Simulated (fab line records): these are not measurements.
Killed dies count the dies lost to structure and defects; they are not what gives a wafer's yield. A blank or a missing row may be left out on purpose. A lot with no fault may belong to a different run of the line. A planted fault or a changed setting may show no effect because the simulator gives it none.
2 desks, one fault | flow berkeley-cmos170 | every desk sees just its own numbers, and what lay behind them comes last

## METROLOGY DESK
Lot by lot, what the gauges showed, no matter which tool ran the lot: averages of those sampled wafers that carry a number. If a lot's mean is further than 4 standard deviations from the usual mean, the lot is out of limits and carries the mark OUT (the distance appears in the brackets).
Columns: A = V1_TEOS_THK at UCB170_V1_THK_MEAS_01, usual 2001 nm
lot  | first seen here | A
L810 | day 6 14:55     | 2039
L812 | day 7 17:01     | 1999
L813 | day 7 21:11     | 2012
L814 | day 7 21:16     | 1977
L811 | day 8 03:45     | 2015
L816 | day 8 12:53     | 2014
L817 | day 9 00:08     | 2032
L824 | day 10 08:08    | 1345 (-23) OUT
L825 | day 10 08:08    | 2006
L827 | day 10 20:28    | 1986
L829 | day 11 09:25    | 2005
L832 | day 11 16:45    | 1987
L831 | day 11 19:20    | 2029
This desk finds L824 out of limits, with the earliest case on L824 at day 10 08:08 (V1_TEOS_THK at UCB170_V1_THK_MEAS_01). In limits: L810, L812, L813, L814, L811, L816, L817, L825, L827, L829, L832, L831.

## THE TOOL OWNER'S DESK: pecvd-04
The tool's own readings at UCB170_V1_CVD_00 (deposits SiO2 from TEOS/O2, target thk 2000 nm, time 250 s): means of the sampled wafers that have a number, for each lot that ran on this tool. If a lot's mean is further than 4 standard deviations from the usual mean, the lot is out of limits and carries the mark OUT (the distance appears in the brackets).
Columns: A = heater-power-w at UCB170_V1_CVD_00, usual 247 W; B = pressure-mtorr at UCB170_V1_CVD_00, usual 9000 mTorr
lot  | first seen here | A   | B
L814 | day 7 21:02     | 309 | 9014
L811 | day 8 03:35     | 256 | 8997
L817 | day 8 23:59     | 229 | 9007
L824 | day 10 07:59    | 261 | 8984
This desk found nothing out of limits on any of the 4 lots.

## ALL TOGETHER
At day 10 08:08 the metrology desk could have sounded an alarm, on L824.
Nothing out of limits was seen by the tool owner's desk.
Tool owner's desk: L824 on record, inside its limits.
Every lot named ran UCB170_V1_CVD_00 on pecvd-04.

## WHAT THE SIMULATOR HAD PUT IN
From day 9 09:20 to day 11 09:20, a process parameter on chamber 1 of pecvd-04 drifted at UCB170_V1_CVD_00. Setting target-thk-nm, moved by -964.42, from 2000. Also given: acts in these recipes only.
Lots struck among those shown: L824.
Hours from the fault's start to each desk's first reading out of limits: the metrology desk, 23.
